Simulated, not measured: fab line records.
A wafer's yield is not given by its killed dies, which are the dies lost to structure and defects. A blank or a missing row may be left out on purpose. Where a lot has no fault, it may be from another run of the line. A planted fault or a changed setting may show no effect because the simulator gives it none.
A struck lot beside a sound one | flow ritCmos | 19 out of 202 route steps
Sound: the wafers L310.1, L310.2, L310.4. Wafers L298.2, L298.4, L298.6 were the ones struck. Last of all comes the cause.
Each step with rows lists, per side, the tool, then ch with its chambers, then its first start. Under that, the readings that differ: sound wafers | struck wafers | difference of the means | sigmas: that difference in standard deviations of wafers without a fault.
alike: readings with means less than 2 such deviations apart, plus words and numbers identical on both sides. not compared: withheld readings, readings lacking a value on some wafer, bounds such as >300 that could conceal the same value, and numbers that have no deviation in the record and whose values overlap.
The two part at a step that has a row with sigmas, a row that says differs or no value, or rows on one side only. Non-overlapping numbers with no deviation appear without sigmas and do not part them. A reading missing from all wafers of one side parts the sides only when that side holds two or more wafers.

RIT_ACTIVE_BOW_MEAS_00:
  sound: filmMetro-04 at day 6 00:00; struck: filmMetro-02 at day 3 12:01
  alike: INCOMING_BOW
then, 1 step without rows for these wafers: RIT_ACTIVE_OXIDATION_01 (target thk 46.8 nm, ox time 3360 s).
RIT_ACTIVE_THK_MEAS_02:
  sound: filmMetro-04 at day 6 02:35; struck: filmMetro-04 at day 3 14:04
  alike: ACTIVE_OXIDE_THK
RIT_ACTIVE_CVD_03: deposits Si3N4 from SiH2Cl2/NH3, target thk 150 nm, time 1500 s.
  sound on lpcvd-01 ch 0, day 6 02:38; struck on lpcvd-01 ch 0, day 3 14:32
reading                                 | sound             | struck            | difference | sigmas
spikeTcCentreC (C)                      | 811.9 812.5 815.5 | 880.6 880.4 880.3 | +67.1      | +68
spikeTcLoadC (C)                        | 837.5 835.1 836.8 | 899.4 901.9 905.1 | +65.7      | +39
spikeTcSourceC (C)                      | 834.3 836.2 833.9 | 900.8 901.9 902.0 | +66.8      | +25
susceptorTempC (C)                      | 809.8 809.7 809.9 | 876.6 876.1 876.3 | +66.5      | +99 or more
model.Si3N4_of_ACTIVE_CVD_03.thkNm (nm) | 150.8 151.3 150.9 | 251.1 250.9 249.8 | +99.6      | 
  alike: sih2cl2FlowSccm
RIT_ACTIVE_THK_MEAS_04:
  sound: filmMetro-01 at day 6 04:03; struck: filmMetro-02 at day 3 15:57
reading                 | sound             | struck            | difference | sigmas
ACTIVE_NITRIDE_THK (nm) | 150.7 151.1 150.9 | 251.0 251.1 249.8 | +99.7      | +71
then, 6 steps without rows for these wafers: RIT_ACTIVE_HMDS_05 (prime time 60 s); RIT_ACTIVE_COAT_06 (resist thk 1000 nm); RIT_ACTIVE_SOFTBAKE_07 (time 60 s); RIT_ACTIVE_EXPOSE_08 (exposes mask M1, target cd 1400 nm); RIT_ACTIVE_PEB_09; RIT_ACTIVE_DEVELOP_10 (develop time 49.27 s).
RIT_ACTIVE_CD_MEAS_11: target cd 1400 nm.
  sound: cdSem-01 at day 6 05:05; struck: cdSem-02 at day 3 16:52
  alike: cdNm
then, 1 step without rows for these wafers: RIT_ACTIVE_HARDBAKE_12 (time 60 s).
RIT_ACTIVE_ETCH_13: etches Si3N4 in SF6, stops on SiO2, time 210 s, target depth 210 nm.
  sound on rieDiel-03 ch 0,1, day 6 05:22; struck on rieDiel-01 ch 0,2,3, day 3 17:07
reading                          | sound             | struck            | difference | sigmas
oesProductAu (a.u.)              | 0.845 0.854 0.864 | 0.943 0.984 0.991 | +0.118     | +7
model.ACTIVE.featureDepthNm (nm) | 150.8 151.3 150.9 | 194.1 204.2 200.4 | +48.6      | 
model.etch.depthNm (nm)          | 150.8 151.3 150.9 | 194.1 204.2 200.4 | +48.6      | 
  alike: chamberPressureMTorr, drypumpMotorCurrentA, rfFwdPowerW, throttleValvePct
  not compared: rfHoursCounterH
RIT_ACTIVE_STRIP_14: strips in O2, time 180 s.
  sound on plasmaAsher-04 ch 0,1, day 6 05:29; struck on plasmaAsher-03 ch 0,1, day 3 17:16
  alike: chamberPressureMTorr, drypumpMotorCurrentA
  not compared: rfHoursCounterH
RIT_ACTIVE_CD_MEAS_90: target cd 1400 nm.
  sound: cdSem-02 at day 6 05:40; struck: cdSem-02 at day 3 17:27
  alike: cdNm
then, 1 step without rows for these wafers: RIT_ACTIVE_CLEAN_15 (cleans in SC1, time 600 s).
RIT_ACTIVE_CLEAN_16: cleans in dHF, time 30 s.
  sound on wetBench-02 ch 1, day 6 06:00; struck on wetBench-02 ch 3, day 3 17:44
reading                                 | sound           | struck            | difference | sigmas
model.Si3N4_of_ACTIVE_CVD_03.thkNm (nm) | 149.9 150.4 150 | 250.3 250.1 248.9 | +99.7      | 
then, 1 step without rows for these wafers: RIT_ACTIVE_CLEAN_17 (cleans in SC2, time 600 s).

== WHERE THEY PART ==
First at RIT_ACTIVE_CVD_03; last, within this record, at RIT_ACTIVE_ETCH_13. Later steps at which nothing parts them and some readings are alike: RIT_ACTIVE_STRIP_14, RIT_ACTIVE_CD_MEAS_90.

WHY: what the simulator had put in
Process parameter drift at RIT_ACTIVE_CVD_03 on lpcvd-01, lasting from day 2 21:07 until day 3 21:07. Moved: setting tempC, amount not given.
